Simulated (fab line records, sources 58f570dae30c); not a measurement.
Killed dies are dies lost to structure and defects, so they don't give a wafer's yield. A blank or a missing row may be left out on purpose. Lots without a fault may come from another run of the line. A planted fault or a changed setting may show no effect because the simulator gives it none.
fab line records | flow berkeley_cmos170
record lots=5 wafers=23
route steps=331 shown START@3 PWELL@36 ACTIVE@68 FIELD@90 PVT@123 GATE@125 NLDD@167 PSD@178
start_h: hours from the record's first day to the start of the lot's first wafer shown | wait_h: hours since the lot's step before | " the same as in the row above | L1.1+2: a row that stands for several wafers | - no value, or no start given | * or withheld: withheld | < > ~ a bound
route shown NAME@n: a module of which the file shows steps, and the number in the route of the first | usual: mean/standard deviation of fault-free wafers | same: alike in all rows | chamber/n: place in a boat | sites: the reading at each site | _std_site: their standard deviation | _edge_site: outer sites' mean less inner sites' | radius_mm: how far each site lies from the wafer's centre | mask NAME#n: copy n | behind: the tool/chamber that last shaped the wafer | hold: why the lot was held/for how many hours/how that ended | device: the transistor (n, p or np) that didn't switch | end of line: the same wafers' tests at the end of the route | a step without rows: its recipe alone | killed: dies lost to structure and defects at the first sort, not the wafer's yield | map: a wafer's dies, x killed, . not, _ none there
set.NAME: the setting as run; set.NAME@STEP: as run at that earlier step | model.NAME: the simulator's own value behind a step, which no gauge read
lots whose settings were changed on purpose; a table a step, a row a wafer
## steps
# step UCB170_START_OXIDATION_02
# recipe temp_c=950 ambient=O2 target_thk_a=200 ox_time_s=1800
# columns lot.wafer tool chamber start_h wait_h set.ox_time_s model.SiO2_of_START_OXIDATION_02.thk_nm
L074.1 - - - 1.7 1915 21.23
L074.2 " - " " 1915 20.61
L074.4 " - " " 1915 20.79
L074.5 " - " " 1915 21.05
L074.6 " - " " 1915 20.69
L075.2 - - - 7.3 1653 18.89
L075.3 " - " " 1653 19.08
L075.4 " - " " 1653 18.96
L075.5 " - " " 1653 18.72
L075.6 " - " " 1653 18.51
L077.1 - - - 5.9 1609 18.77
L077.2 " - " " 1609 18.93
L077.3 " - " " 1609 19.22
L077.4 " - " " 1609 18.98
L077.6 " - " " 1609 19.12
L078.1 - - - 0.9 1588 18.68
L078.2 " - " " 1588 18.7
L078.3 " - " " 1588 18.81
L078.4 " - " " 1588 18.85
L078.6 " - " " 1588 18.86
L079.2 furnace-04 0 46.67 11.5 1800 20.69
L079.4 " 0 " " 1800 20.96
L079.5 " 0 " " 1800 20.58
# step UCB170_PWELL_OXIDATION_02
# recipe temp_c=1000 ambient=O2 target_thk_a=264 ox_time_s=1260
# columns lot.wafer tool chamber start_h wait_h set.temp_c model.SiO2_of_PWELL_OXIDATION_02.thk_nm
L074.1 - - - 13.7 1009 28.46
L074.2 " - " " 1009 28.67
L074.4 " - " " 1009 28.09
L074.5 " - " " 1009 28.36
L074.6 " - " " 1009 28.42
L075.2 - - - 4.2 1019 31.24
L075.3 " - " " 1019 31.72
L075.4 " - " " 1019 31.28
L075.5 " - " " 1019 30.84
L075.6 " - " " 1019 31.31
L077.1 - - - 7.1 989.1 23.2
L077.2 " - " " 989.1 23.4
L077.3 " - " " 989.1 23.86
L077.4 " - " " 989.1 23.54
L077.6 " - " " 989.1 24.39
L078.1 - - - 6.8 1000 26.73
L078.2 " - " " 1000 26.9
L078.3 " - " " 1000 26.63
L078.4 " - " " 1000 26.42
L078.6 " - " " 1000 26.8
L079.2+4 furnace-04 0 96.83 3.0 1000 25.8
L079.5 " 0 " " 1000 25.54
# step UCB170_PWELL_THK_MEAS_03
# recipe reads=SiO2_of_PWELL_OXIDATION_02
# usual PWELL_OXIDE_THK=26.3/0.4
# columns lot.wafer tool chamber start_h wait_h set.temp_c@PWELL_OXIDATION_02 PWELL_OXIDE_THK[nm]
L074.1 film_metro-03 - - - 1009 28.4
L074.2 " - " " 1009 28.7
L074.4 " - " " 1009 28.1
L074.5 " - " " 1009 28.4
L074.6 " - " " 1009 28.4
L075.2 film_metro-03 - - - 1019 31.2
L075.3 " - " " 1019 31.7
L075.4 " - " " 1019 31.2
L075.5 " - " " 1019 30.8
L075.6 " - " " 1019 31.3
L077.1 film_metro-03 - - - 989.1 23.2
L077.2 " - " " 989.1 23.4
L077.3 " - " " 989.1 23.9
L077.4 " - " " 989.1 23.5
L077.6 " - " " 989.1 24.4
L078.1 film_metro-04 - - - 1000 26.7
L078.2 " - " " 1000 26.8
L078.3 " - " " 1000 26.6
L078.4 " - " " 1000 26.4
L078.6 " - " " 1000 26.8
L079.2 film_metro-03 - 98.19 0.0 1000 25.8
L079.4 " - " " 1000 25.8
L079.5 " - " " 1000 25.5
# step UCB170_ACTIVE_COAT_08
# recipe resist=KrF spin_rpm=1500 resist_thk_nm=900
# columns lot.wafer tool chamber start_h wait_h set.spin_rpm model.KrF_of_ACTIVE_COAT_08.thk_nm
L074.1 litho_track-03 0 97.18 0.1 1500 901.3
L074.2 " 0 " " 1500 901.8
L074.4 " 0 " " 1500 897.4
L074.5 " 0 " " 1500 900.2
L074.6 " 0 " " 1500 896.1
L075.2 litho_track-03 0 121.29 0.1 1500 906.4
L075.3 " 0 " " 1580 877.3
L075.4 " 0 " " 1500 903.8
L075.5 " 0 " " 1580 879.9
L075.6 " 0 " " 1580 878.5
L077.1 litho_track-03 0 134.59 0.1 1500 900.4
L077.2 " 0 " " 1466 911.3
L077.3 " 0 " " 1466 910.7
L077.4 " 0 " " 1500 904.9
L077.6 " 0 " " 1466 913
L078.1 litho_track-04 0 134.60 0.1 1500 901.6
L078.2 " 0 " " 1392 935
L078.3 " 0 " " 1500 904.4
L078.4 " 0 " " 1500 903.7
L078.6 " 0 " " 1392 934.9
L079.2 litho_track-03 0 152.33 0.1 1500 904
L079.4 " 0 " " 1500 904.7
L079.5 " 0 " " 1500 903.3
# step UCB170_ACTIVE_PEB_11
# recipe peb_temp_c=130 peb_time_s=withheld resist=KrF
# columns lot.wafer tool chamber start_h wait_h set.peb_temp_c
L074.1+2+4+5+6 litho_track-04 0 97.87 0.2 130
L075.2+5 litho_track-03 0 122.05 0.1 130
L075.3+4+6 " 0 " " 128.1
L077.1+4+6 litho_track-02 0 135.13 0.1 130
L077.2+3 " 0 " " 133
L078.1+3+6 litho_track-03 0 135.24 0.1 130
L078.2+4 " 0 " " 132.7
L079.2+4+5 litho_track-03 0 153.35 0.6 130
# step UCB170_ACTIVE_DEVELOP_12
# recipe developer=TMAH develop_time_s=45 resist=KrF dev_temp_c=21
# step UCB170_ACTIVE_CD_MEAS_13
# recipe target_cd_nm=1200
# usual cd_nm=1200.3/1.1
# columns lot.wafer tool chamber start_h wait_h set.peb_temp_c@ACTIVE_PEB_11 cd_nm
L074.1 cd_sem-01 - 98.14 - 130 1199.4
L074.2 " - " " 130 1199.5
L074.4 " - " " 130 1198.7
L074.5 " - " " 130 1199.2
L074.6 " - " " 130 1199.5
L075.2 cd_sem-01 - 122.32 - 130 1199.2
L075.3 " - " " 128.1 1213.0
L075.4 " - " " 128.1 1212.5
L075.5 " - " " 130 1199.0
L075.6 " - " " 128.1 1212.0
L077.1 cd_sem-01 - 135.40 - 130 1201.3
L077.2 " - " " 133 1183.8
L077.3 " - " " 133 1183.9
L077.4 " - " " 130 1200.6
L077.6 " - " " 130 1201.8
L078.1 cd_sem-02 - 135.52 - 130 1199.5
L078.2 " - " " 132.7 1186.5
L078.3 " - " " 130 1200.7
L078.4 " - " " 132.7 1184.5
L078.6 " - " " 130 1201.2
L079.2 cd_sem-01 - 153.62 - 130 1199.6
L079.4 " - " " 130 1199.5
L079.5 " - " " 130 1198.8
# step UCB170_ACTIVE_ETCH_15
# recipe chemistry=CH3F/Ar/O2 target=Si3N4 stop_on=SiO2 CH3F_flow_sccm=20 Ar_flow_sccm=50 O2_flow_sccm=7 pressure_mtorr=50 rf_w=450 target_depth_a=2420 over_etch_frac=0.1 time_s=151
# columns lot.wafer tool chamber start_h wait_h set.peb_temp_c@ACTIVE_PEB_11 model.ACTIVE.cd_nm
L074.1+5 rie_diel-01 2,1 98.30 0.0 130 1199
L074.2+6 " 0 " " 130 1200
L074.4 " 1 " " 130 1198
L075.2 rie_diel-02 2 122.46 0.0 130 1200
L075.3 " 1 " " 128.1 1213
L075.4 " 0 " " 128.1 -
L075.5 " 2 " " 130 1199
L075.6 " 1 " " 128.1 1212
L077.1+6 rie_diel-02 2 135.56 0.0 130 1202
L077.2 " 3 " " 133 1183
L077.3 " 1 " " 133 1184
L077.4 " 0 " " 130 1201
L078.1 rie_diel-01 3 135.68 0.0 130 1200
L078.2 " 0 " " 132.7 1187
L078.3 " 2 " " 130 -
L078.4 " 1 " " 132.7 1185
L078.6 " 2 " " 130 1201
L079.2+4 rie_diel-01 0,2 153.76 0.0 130 1200
L079.5 " 2 " " 130 1199
# step UCB170_ACTIVE_STRIP_16
# recipe chemistry=O2 power_w=400 pressure_mtorr=3500 platen_temp_c=withheld o2_flow_sccm=400 overash_fraction=0.5
# usual strip_time_to_endpoint_s=18.09/0.11
# columns lot.wafer tool chamber start_h wait_h set.spin_rpm@ACTIVE_COAT_08 strip_time_to_endpoint_s
L074.1 plasma_asher-04 0 98.40 0.1 1500 18.15
L074.2 " 1 " " 1500 18.14
L074.4 " 0 " " 1500 17.91
L074.5 " 1 " " 1500 18.02
L074.6 " 0 " " 1500 18.01
L075.2 plasma_asher-02 1 122.56 0.1 1500 18.34
L075.3 " 0 " " 1580 17.44
L075.4 " 1 " " 1500 18.17
L075.5 " 1 " " 1580 17.72
L075.6 " 0 " " 1580 17.50
L077.1 plasma_asher-04 1 135.66 0.1 1500 18.15
L077.2 " 0 " " 1466 18.21
L077.3 " 0 " " 1466 18.24
L077.4 " 1 " " 1500 18.15
L077.6 " 1 " " 1466 18.45
L078.1 plasma_asher-02 0 135.78 0.1 1500 18.16
L078.2 " 1 " " 1392 18.92
L078.3 " 1 " " 1500 18.15
L078.4 " 0 " " 1500 18.13
L078.6 " 1 " " 1392 18.86
L079.2 plasma_asher-02 1 153.86 0.1 1500 18.16
L079.4 " 0 " " 1500 18.15
L079.5 " 1 " " 1500 18.14
# step UCB170_ACTIVE_CD_MEAS_90
# recipe target_cd_nm=1200
# usual cd_nm=1200.3/1.2
# columns lot.wafer tool chamber start_h wait_h set.peb_temp_c@ACTIVE_PEB_11 cd_nm
L074.1 cd_sem-02 - 98.51 0.1 130 1198.9
L074.2 " - " " 130 1200.1
L074.4 " - " " 130 1198.4
L074.5 " - " " 130 1199.1
L074.6 " - " " 130 1199.7
L075.2 cd_sem-01 - 122.68 0.1 130 1199.6
L075.3 " - " " 128.1 1213.0
L075.4 " - " " 128.1 1212.3
L075.5 " - " " 130 1199.5
L075.6 " - " " 128.1 1212.0
L077.1 cd_sem-01 - 135.76 0.1 130 1201.7
L077.2 " - " " 133 1183.2
L077.3 " - " " 133 1183.6
L077.4 " - " " 130 1200.4
L077.6 " - " " 130 1202.3
L078.1 cd_sem-02 - 135.88 0.1 130 1199.6
L078.2 " - " " 132.7 1186.4
L078.3 " - " " 130 1200.3
L078.4 " - " " 132.7 1184.9
L078.6 " - " " 130 1201.6
L079.2 cd_sem-01 - 154.14 0.2 130 1199.4
L079.4 " - " " 130 1200.2
L079.5 " - " " 130 1199.0
# step UCB170_FIELD_OXIDATION_01
# recipe temp_c=1000 ambient=H2O p_h2o_torr=584.62 target_thk_a=5583 ox_time_s=7200
# columns lot.wafer tool chamber start_h wait_h set.temp_c model.SiO2_of_FIELD_OXIDATION_01.thk_nm
L074.1 - - - 6.6 1021 637.7
L074.2 " - " " 1021 627.5
L074.4 " - " " 1021 631.1
L074.5 " - " " 1021 631.5
L074.6 " - " " 1021 628.2
L075.2 - - - 6.2 1020 617.4
L075.3 " - " " 1020 621.6
L075.4 " - " " 1020 614.8
L075.5 " - " " 1020 629.4
L075.6 " - " " 1020 621
L077.1 - - - 4.7 1000 566
L077.2 " - " " 1000 561.9
L077.3 " - " " 1000 558.3
L077.4 " - " " 1000 561.8
L077.6 " - " " 1000 567.1
L078.1 - - - 4.4 982.1 509.7
L078.2 " - " " 982.1 502.5
L078.3 " - " " 982.1 496.3
L078.4 " - " " 982.1 509.8
L078.6 " - " " 982.1 500.4
L079.2 furnace-04 0 165.05 5.3 1000 554.1
L079.4 " 0 " " 1000 560
L079.5 " 0 " " 1000 552.2
# step UCB170_FIELD_THK_MEAS_02
# recipe reads=SiO2_of_FIELD_OXIDATION_01
# usual FIELD_OXIDE_THK=561/7.7
# columns lot.wafer tool chamber start_h wait_h set.temp_c@FIELD_OXIDATION_01 FIELD_OXIDE_THK[nm]
L074.1 film_metro-02 - - - 1021 638
L074.2 " - " " 1021 627
L074.4 " - " " 1021 632
L074.5 " - " " 1021 632
L074.6 " - " " 1021 628
L075.2 film_metro-04 - - - 1020 618
L075.3 " - " " 1020 621
L075.4 " - " " 1020 615
L075.5 " - " " 1020 629
L075.6 " - " " 1020 620
L077.1 film_metro-04 - - - 1000 565
L077.2 " - " " 1000 562
L077.3 " - " " 1000 559
L077.4 " - " " 1000 562
L077.6 " - " " 1000 567
L078.1 film_metro-03 - - - 982.1 510
L078.2 " - " " 982.1 503
L078.3 " - " " 982.1 496
L078.4 " - " " 982.1 510
L078.6 " - " " 982.1 500
L079.2 film_metro-04 - 168.12 0.1 1000 554
L079.4 " - " " 1000 560
L079.5 " - " " 1000 552
# step UCB170_FIELD_ANNEAL_03
# recipe temp_c=1000 time_s=1200 ambient=N2
# step UCB170_FIELD_WET_ETCH_04
# recipe chemistry=dHF dilution=10:1 target=SiO2 temp_c=25 time_s=60
# step UCB170_FIELD_WET_ETCH_05
# recipe chemistry=H3PO4 target=Si3N4 temp_c=160 time_s=12600
# step UCB170_FIELD_WET_ETCH_06
# recipe chemistry=BOE dilution=5:1 target=SiO2 temp_c=25 time_s=22
# step UCB170_FIELD_THK_MEAS_90
# recipe reads=SiO2_of_FIELD_OXIDATION_01
# usual FIELD_OXIDE_LEFT_1_THK=444/7.6
# columns lot.wafer tool chamber start_h wait_h set.temp_c@FIELD_OXIDATION_01 FIELD_OXIDE_LEFT_1_THK[nm]
L074.1 film_metro-02 - 120.22 0.1 1021 520
L074.2 " - " " 1021 510
L074.4 " - " " 1021 513
L074.5 " - " " 1021 513
L074.6 " - " " 1021 510
L075.2 film_metro-03 - 143.94 0.0 1020 501
L075.3 " - " " 1020 505
L075.4 " - " " 1020 498
L075.5 " - " " 1020 512
L075.6 " - " " 1020 505
L077.1 film_metro-03 - 159.55 0.0 1000 448
L077.2 " - " " 1000 444
L077.3 " - " " 1000 441
L077.4 " - " " 1000 444
L077.6 " - " " 1000 450
L078.1 film_metro-02 - 159.55 0.0 982.1 394
L078.2 " - " " 982.1 386
L078.3 " - " " 982.1 380
L078.4 " - " " 982.1 393
L078.6 " - " " 982.1 384
L079.2 film_metro-03 - 181.31 0.0 1000 437
L079.4 " - " " 1000 443
L079.5 " - " " 1000 435
# step UCB170_PVT_STRIP_08
# recipe chemistry=O2 power_w=400 pressure_mtorr=3500 platen_temp_c=withheld o2_flow_sccm=400 overash_fraction=0.5
# usual strip_time_to_endpoint_s=21.62/0.072
# columns lot.wafer tool chamber start_h wait_h set.o2_flow_sccm strip_time_to_endpoint_s
L074.1 plasma_asher-01 1 144.98 0.1 400 21.62
L074.2 " 0 " " 356.5 21.99
L074.4 " 1 " " 400 21.64
L074.5 " 0 " " 356.5 22.00
L074.6 " 1 " " 356.5 22.02
L075.2 plasma_asher-03 0 172.17 0.1 400 21.59
L075.3 " 1 " " 383.6 21.70
L075.4 " 0 " " 383.6 21.77
L075.5 " 1 " " 400 21.58
L075.6 " 0 " " 400 21.66
L077.1 plasma_asher-03 0 188.27 0.1 400 21.65
L077.2 " 1 " " 400 21.66
L077.3 " 1 " " 400 21.64
L077.4 " 0 " " 400 21.56
L077.6 " 1 " " 400 21.65
L078.1 plasma_asher-01 1 188.55 0.1 342.2 22.16
L078.2 " 0 " " 400 21.68
L078.3 " 0 " " 400 21.67
L078.4 " 1 " " 400 21.68
L078.6 " 0 " " 342.2 22.19
L079.2 plasma_asher-02 1 210.31 0.1 400 21.52
L079.4 " 1 " " 400 21.49
L079.5 " 0 " " 400 21.52
# step UCB170_GATE_WET_ETCH_00
# recipe chemistry=dHF dilution=25:1 target=SiO2 temp_c=25 time_s=200
# step UCB170_FIELD_THK_MEAS_91
# recipe reads=SiO2_of_FIELD_OXIDATION_01
# usual FIELD_OXIDE_LEFT_2_THK=356/7.7
# columns lot.wafer tool chamber start_h wait_h set.temp_c@FIELD_OXIDATION_01 FIELD_OXIDE_LEFT_2_THK[nm]
L074.1 film_metro-03 - 145.21 0.0 1021 432
L074.2 " - " " 1021 422
L074.4 " - " " 1021 425
L074.5 " - " " 1021 425
L074.6 " - " " 1021 422
L075.2 film_metro-03 - 172.41 0.0 1020 413
L075.3 " - " " 1020 417
L075.4 " - " " 1020 410
L075.5 " - " " 1020 424
L075.6 " - " " 1020 416
L077.1 film_metro-03 - 188.50 0.0 1000 360
L077.2 " - " " 1000 356
L077.3 " - " " 1000 352
L077.4 " - " " 1000 356
L077.6 " - " " 1000 362
L078.1 film_metro-02 - 188.78 0.0 982.1 305
L078.2 " - " " 982.1 298
L078.3 " - " " 982.1 292
L078.4 " - " " 982.1 306
L078.6 " - " " 982.1 296
L079.2 film_metro-04 - 210.63 0.0 1000 349
L079.4 " - " " 1000 354
L079.5 " - " " 1000 347
# step UCB170_NLDD_IMPLANT_09
# recipe species=As dose_cm2=5e+13 energy_kev=30 tilt_deg=7 rotation_deg=180
# columns lot.wafer tool chamber start_h wait_h set.dose_cm2
L074.1+2 implanter-02 0 167.57 0.1 5.193e+13
L074.4+5+6 " 0 " " 5e+13
L075.2+3+4+5+6 implanter-04 0 194.56 0.1 5e+13
L078.1+3 implanter-04 0 213.36 0.1 4.66e+13
L078.2+4+6 " 0 " " 5e+13
L077.1+3 implanter-01 0 213.48 0.1 5.222e+13
L077.2+4+6 " 0 " " 5e+13
L079.2+4+5 implanter-01 0 229.69 0.1 5e+13
# step UCB170_PSD_EXPOSE_03
# recipe mask_id=PSELECT_MOD na=0.5 sigma_outer=0.6 source_shape=conventional target_cd_nm=1200 dose_mj=30
# columns lot.wafer tool chamber start_h wait_h mask set.dose_mj
L074.1+2+4+5+6 krf_scanner-02 0 176.67 0.2 PSELECT_MOD#0 30
L075.2+3+4 krf_scanner-01 0 - - PSELECT_MOD#0 30
L075.5+6 " 0 " " PSELECT_MOD#0 32.19
L078.1+2+6 krf_scanner-01 0 219.95 0.2 PSELECT_MOD#0 31.34
L078.3+4 " 0 " " PSELECT_MOD#0 30
L077.1+4+6 krf_scanner-02 0 220.19 0.5 PSELECT_MOD#0 30
L077.2+3 " 0 " " PSELECT_MOD#0 30.87
L079.2+4+5 krf_scanner-02 0 239.82 0.1 PSELECT_MOD#0 30
# step UCB170_PSD_PEB_04
# recipe peb_temp_c=130 peb_time_s=withheld resist=KrF
# step UCB170_PSD_DEVELOP_05
# recipe developer=TMAH develop_time_s=46.88 resist=KrF dev_temp_c=21
# columns lot.wafer tool chamber start_h wait_h set.dose_mj@PSD_EXPOSE_03 model.PSD.cd_nm
L074.1+2+4+5 litho_track-01 0 - - 30 1200
L074.6 " 0 " " 30 1198
L075.2 litho_track-03 0 - - 30 1201
L075.3 " 0 " " 30 1200
L075.4 " 0 " " 30 1198
L075.5+6 " 0 " " 32.19 1212
L078.1+6 litho_track-01 0 - - 31.34 1209
L078.2 " 0 " " 31.34 1210
L078.3 " 0 " " 30 1203
L078.4 " 0 " " 30 1202
L077.1+4+6 litho_track-03 0 - - 30 1199
L077.2+3 " 0 " " 30.87 1204
L079.2+5 litho_track-03 0 - - 30 1203
L079.4 " 0 " " 30 1202
# step UCB170_PSD_CD_MEAS_06
# recipe target_cd_nm=1200
# usual cd_nm=1200.7/1.3
# columns lot.wafer tool chamber start_h wait_h set.dose_mj@PSD_EXPOSE_03 cd_nm
L074.1 cd_sem-02 - 177.29 - 30 1199.6
L074.2 " - " " 30 1199.8
L074.4 " - " " 30 1200.4
L074.5 " - " " 30 1200.5
L074.6 " - " " 30 1198.2
L075.2 cd_sem-01 - 206.51 - 30 1201.1
L075.3 " - " " 30 1199.8
L075.4 " - " " 30 1199.0
L075.5 " - " " 32.19 1211.3
L075.6 " - " " 32.19 1212.1
L078.1 cd_sem-02 - 220.34 - 31.34 1209.0
L078.2 " - " " 31.34 1209.8
L078.3 " - " " 30 1203.0
L078.4 " - " " 30 1201.2
L078.6 " - " " 31.34 1209.2
L077.1 cd_sem-01 - 220.58 - 30 1199.2
L077.2 " - " " 30.87 1204.4
L077.3 " - " " 30.87 1204.6
L077.4 " - " " 30 1199.8
L077.6 " - " " 30 1198.6
L079.2 cd_sem-02 - 240.54 - 30 1202.8
L079.4 " - " " 30 1202.5
L079.5 " - " " 30 1202.6
## key
split step=UCB170_START_OXIDATION_02 setting=ox_time_s stated=1800 by=lot
response step=UCB170_START_OXIDATION_02 reading=model.SiO2_of_START_OXIDATION_02.thk_nm change=+0.126 per=1% r=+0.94
split step=UCB170_PWELL_OXIDATION_02 setting=temp_c stated=1000 by=lot
response step=UCB170_PWELL_OXIDATION_02 reading=model.SiO2_of_PWELL_OXIDATION_02.thk_nm change=+2.52 per=1% r=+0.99
response step=UCB170_PWELL_THK_MEAS_03 reading=PWELL_OXIDE_THK change=+2.52 per=1% r=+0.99
split step=UCB170_ACTIVE_COAT_08 setting=spin_rpm stated=1500 by=wafer
response step=UCB170_ACTIVE_COAT_08 reading=model.KrF_of_ACTIVE_COAT_08.thk_nm change=-4.57 per=1% r=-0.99
response step=UCB170_ACTIVE_STRIP_16 reading=strip_time_to_endpoint_s change=* per=1% r=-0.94
split step=UCB170_ACTIVE_PEB_11 setting=peb_temp_c stated=130 by=wafer
response step=UCB170_ACTIVE_CD_MEAS_13 reading=cd_nm change=-7.71 per=1% r=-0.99
response step=UCB170_ACTIVE_ETCH_15 reading=model.ACTIVE.cd_nm change=-7.71 per=1% r=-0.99
response step=UCB170_ACTIVE_CD_MEAS_90 reading=cd_nm change=-7.76 per=1% r=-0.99
split step=UCB170_FIELD_OXIDATION_01 setting=temp_c stated=1000 by=lot
response step=UCB170_FIELD_OXIDATION_01 reading=model.SiO2_of_FIELD_OXIDATION_01.thk_nm change=+31.9 per=1% r=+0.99
response step=UCB170_FIELD_THK_MEAS_02 reading=FIELD_OXIDE_THK change=+31.9 per=1% r=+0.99
response step=UCB170_FIELD_THK_MEAS_90 reading=FIELD_OXIDE_LEFT_1_THK change=+31.7 per=1% r=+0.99
response step=UCB170_FIELD_THK_MEAS_91 reading=FIELD_OXIDE_LEFT_2_THK change=+31.7 per=1% r=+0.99
split step=UCB170_PVT_STRIP_08 setting=o2_flow_sccm stated=400 by=wafer
response step=UCB170_PVT_STRIP_08 reading=strip_time_to_endpoint_s change=* per=1% r=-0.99
split step=UCB170_NLDD_IMPLANT_09 setting=dose_cm2 stated=5e+13 by=wafer
response none in this file
split step=UCB170_PSD_EXPOSE_03 setting=dose_mj stated=30 by=wafer
response step=UCB170_PSD_DEVELOP_05 reading=model.PSD.cd_nm change=+1.67 per=1% r=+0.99
response step=UCB170_PSD_CD_MEAS_06 reading=cd_nm change=+1.63 per=1% r=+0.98
